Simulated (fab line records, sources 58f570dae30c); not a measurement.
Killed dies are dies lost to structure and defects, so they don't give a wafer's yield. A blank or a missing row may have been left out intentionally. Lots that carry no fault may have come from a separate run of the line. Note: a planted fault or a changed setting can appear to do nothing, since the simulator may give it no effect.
Code-filled problem report in 8D (eight disciplines) form :: flow berkeley cmos170 :: the parts of the form that need people (team, actions taken, sign-off) are left out

== 1. THE ISSUE ==
Wafers free of any fault read 696 nm (standard deviation 5.5) for CONTACT_PSG_THK at UCB170_CONTACT_THK_MEAS_02, against a mean of 616 nm on 6 wafers of 2 lots. That is -15 standard deviations from the usual mean.
First observed at day 8 05:21: wafer L298.1, on film metro-04. The record has a number at this step for 42 wafers belonging to 14 lots. Rule for "out", or "out of limits": more than 4 standard deviations from the usual mean. All remaining wafers that have a number are taken as sound.

== 2. WHAT IT IS; WHAT IT IS NOT ==
question: which readings at this step
is: CONTACT_PSG_THK
is not: -

question: which lots
is: L298, L301
is not: L292, L294, L295, L296, L297, L299, L303, L309, L310, L312, L314, L315

question: which wafers of those lots
is: all that have a number
is not: -

question: read on which gauges
is: film metro-01, film metro-04
is not: film metro-02

question: when
is: from day 8 05:21
is not: up to then (15 sound wafers); but 21 sound wafers of L299, L303, L309, L310, L312, L314, L315 came after

== 3. SUSPECTS, AND WHAT RULES EACH OUT ==
Counting: a tool stays on the suspect list if, at a process step up to the reading, it processed all lots that are out and no sound lot following the first of them.
- ruled out: the gauge at UCB170_CONTACT_THK_MEAS_02. Those wafers that are out were read across 2 gauges (film metro-01, film metro-04).
- lpcvd-01 at UCB170_CONTACT_CVD_01 (deposits PSG from SiH4/O2/PH3, target thk 700 nm, time 2820 s): kept. Every lot that is out went through it, starting with L298 (day 8 03:34), and after that it ran no sound lot; the last sound lot it ran before then is L297 (day 7 19:49).
Left after counting: lpcvd-01 at UCB170_CONTACT_CVD_01.

== 4. THE CAUSE (what the simulator had put in) ==
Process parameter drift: lpcvd-01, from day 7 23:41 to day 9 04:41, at UCB170_CONTACT_CVD_01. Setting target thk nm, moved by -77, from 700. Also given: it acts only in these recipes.
This tool alone remained once counting was done.

== 5. THE EFFECT CHAIN, in route order ==
Each row: a reading whose mean over the struck wafers that have a number lies more than 3 standard deviations from the usual. Readings are gone through only where the record gives a usual standard deviation; hours: the median, over the lots, of the time from a lot's start at the first step in this table giving one to that lot's start at this step; sigmas: the change measured in usual standard deviations.
hours: 0
step: UCB170_CONTACT_THK_MEAS_02
reading: CONTACT_PSG_THK
usual: 696 nm
on struck wafers: 616
change: -80
sigmas: -15

hours: -
step: UCB170_CONTACT_ETCH_18
reading: oes product au
usual: 0.894 a.u.
on struck wafers: 0.843
change: -0.051
sigmas: -4.2
It contains these process steps:
- UCB170_CONTACT_ETCH_18: etches PSG in CHF3/CF4/Ar, stops on TiSi2, target depth 840 nm, time 195 s.

== 6. HOW IT WOULD HAVE BEEN CAUGHT EARLIER ==
The first out-of-limits reading at a measuring or inspecting step in this record came at day 8 05:21, 6 hours after the fault's start at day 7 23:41.
An alarm limit of 4 standard deviations would not have fired on the tool readings at UCB170_CONTACT_CVD_01 for which the record gives a usual standard deviation, since none of them was out on any struck wafer.
Of the lots that are out (2), L301 began UCB170_CONTACT_CVD_01 on lpcvd-01 after day 8 05:21. Putting the tool on hold at that point would have spared it.
